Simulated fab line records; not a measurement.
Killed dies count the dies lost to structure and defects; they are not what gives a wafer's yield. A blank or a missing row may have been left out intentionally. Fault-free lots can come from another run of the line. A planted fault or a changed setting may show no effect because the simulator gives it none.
Which tool was responsible? -- flow berkeley-cmos170 -- 7 lots (21 wafers sampled), 1 step of a 331-step route

## WHAT EACH GAUGE READ, for each wafer
UCB170_ACTIVE_THK_MEAS_03.
lot,measured,on,ACTIVE_OXIDE_THK (nm)
L893,day 5 15:48,film-metro-04,27.0 26.7 26.9
L895,day 5 15:52,film-metro-01,26.2 26.2 26.4
L897,day 6 10:07,film-metro-02,25.9 26.2 25.6
L900,day 6 21:14,film-metro-01,26.6 26.7 26.5
L899,day 6 23:53,film-metro-01,26.8 26.5 26.7
L905,day 7 08:56,film-metro-04,26.2 26.4 26.6
L911,day 8 19:25,film-metro-02,26.5 26.8 26.7

## TOOL THAT RAN EACH LOT (tool first, then ch and the chambers of the sampled wafers, then the start)
Before these readings, the record contains no process step.

## THE ANSWER, worked out from the rows above alone
Rule: what is usual is taken from the lots themselves. Put in order of their means at a reading, lots are off if they are a third of the lots or fewer, leave a main group of 4 or more, and stand apart from it by a gap of 3 or more times the standard deviation of the main group's means; of several such gaps the widest counts. If all means in a main group match to the digits the tables above print for the reading, that group is not used. Also off: a lot with no number at a reading for which 4 or more lots have one. Where the step has rows for the other lots, those lots are counted as sound.
None of the lots is off at any reading shown; this tells nothing.

## WHAT THE SIMULATOR HAD PUT IN
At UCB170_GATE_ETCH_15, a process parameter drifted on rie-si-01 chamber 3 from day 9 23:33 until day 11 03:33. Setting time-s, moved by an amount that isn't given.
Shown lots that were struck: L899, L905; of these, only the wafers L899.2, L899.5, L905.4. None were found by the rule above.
